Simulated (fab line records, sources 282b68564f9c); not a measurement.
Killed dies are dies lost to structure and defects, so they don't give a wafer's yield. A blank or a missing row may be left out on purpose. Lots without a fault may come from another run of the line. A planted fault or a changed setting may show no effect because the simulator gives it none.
A struck lot beside a sound one | flow rit_cmos | 18 steps out of a route of 202
Sound: wafers L285.1, L285.4, L285.6. Struck: wafers L303.4, L303.5, L303.6. The cause comes at the end.
At each step with rows: each side's tool, then ch and its chambers, then its first start. Under that, the readings that differ: sound wafers | struck wafers | difference of the means | sigmas: that difference in standard deviations of wafers without a fault.
alike: readings whose means differ by less than 2 such deviations, and words and numbers that are the same on both sides. not compared: withheld readings, readings that some wafer has no value for, bounds like >300 that may hide the same value, and numbers for which the record gives no deviation and whose values overlap.
The two part at a step that has a row with sigmas, a row that says differs or no value, or rows on one side only. Numbers that don't overlap but have no deviation are shown without sigmas and don't part them. A reading that every wafer of one side lacks parts them only if that side has two wafers or more.

first, 4 steps without rows for these wafers: RIT_NRETRO_SOFTBAKE_02 (time 60 s); RIT_NRETRO_EXPOSE_03 (exposes mask M4, target cd 43900 nm); RIT_NRETRO_PEB_04; RIT_NRETRO_DEVELOP_05 (develop time 69.64 s).
RIT_NRETRO_OVL_MEAS_06:
  sound on overlay-02, day 3 07:37; struck on overlay-01, day 7 07:30
  alike: NRETRO_OVL
then, 2 steps without rows for these wafers: RIT_NRETRO_HARDBAKE_07 (time 120 s); RIT_NRETRO_IMPLANT_08.
RIT_NRETRO_STRIP_09: strips in O2, time 180 s.
  sound on plasma_asher-04 ch 0,1, day 3 08:04; struck on plasma_asher-04 ch 0,1, day 7 08:09
  alike: drypump_motor_current_A
  not compared: rf_hours_counter_h
RIT_NRETRO_TW_MEAS_10:
  sound on film_metro-04, day 3 08:14; struck on film_metro-01, day 7 08:17
  reading   | sound          | struck         | difference | sigmas
  NRETRO_TW | 1039 1038 1034 | 1060 1074 1066 | +30        | +2
then, 3 steps without rows for these wafers: RIT_PRETRO_HMDS_00 (prime time 60 s); RIT_PRETRO_COAT_01 (resist thk 1300 nm); RIT_PRETRO_SOFTBAKE_02 (time 60 s).
RIT_PRETRO_EXPOSE_03: exposes mask M5, target cd 43700 nm.
  sound on iline_stepper-02 ch 0, day 3 08:44; struck on iline_stepper-02 ch 0, day 7 08:58
  reading                        | sound                      | struck         | difference | sigmas
  model.PRETRO.overlay_x_nm (nm) | -0.00562 -0.00562 -0.00562 | 3681 3681 3681 | +3681      |
  alike: mask
then, 2 steps without rows for these wafers: RIT_PRETRO_PEB_04; RIT_PRETRO_DEVELOP_05 (develop time 68 s).
RIT_PRETRO_OVL_MEAS_06:
  sound on overlay-01, day 3 09:10; struck on overlay-01, day 7 09:21
  reading         | sound        | struck               | difference | sigmas
  PRETRO_OVL (nm) | 0.2 -0.2 0.5 | 3682.7 3683.0 3684.4 | +3683.2    | +99 or more
then, 1 step without rows for these wafers: RIT_PRETRO_HARDBAKE_07 (time 120 s).
RIT_M1_PROBE_99:
  sound on prober-02, day 4 11:40; struck on prober-02, day 8 16:16
  reading                             | sound             | struck            | difference | sigmas
  killed_at_front_end                 | 8 8 12            | 264 264 264       | +255       | +88
  killed_dies                         | 8 8 12            | 264 264 264       | +255       | +85
  killed_on_rim                       | 2 2 5             | 70 70 70          | +67        | +52
  model.etest.pmos_0p3.r_on_ohm_um    | 6360 6256 6438    | 5132 5094 5246    | -1194      |
  model.etest.pmos_turned.r_on_ohm_um | 3419 3268 3386    | 2684 2682 2770    | -646       |
  model.etest.pmos_0p15.r_on_ohm_um   | 2766 2684 2758    | 2236 2240 2281    | -484       |
  model.etest.nmos_0p3.r_on_ohm_um    | 2130 2088 2136    | 1741 1693 1734    | -395       |
  model.etest.nmos_turned.drive_ua_um | 362.9 371.8 363   | 522 520.4 500.5   | +148       |
  model.etest.nmos_0p15.r_on_ohm_um   | 1084 1033 1074    | 952.3 910.3 924.8 | -134.5     |
  model.etest.nmos_0p15.drive_ua_um   | 490.7 499 487.4   | 642.1 642.9 621.6 | +143.2     |
  model.etest.pmos_0p15.drive_ua_um   | 255.3 261.8 254.3 | 366.5 364.9 354.2 | +104.7     |
  alike: killed_at_M0_to_M3, killed_at_contacts, killed_open, killed_short

WHERE THEY PART
First at RIT_NRETRO_TW_MEAS_10; last, within this record, at RIT_M1_PROBE_99.

WHY: what the simulator had put in
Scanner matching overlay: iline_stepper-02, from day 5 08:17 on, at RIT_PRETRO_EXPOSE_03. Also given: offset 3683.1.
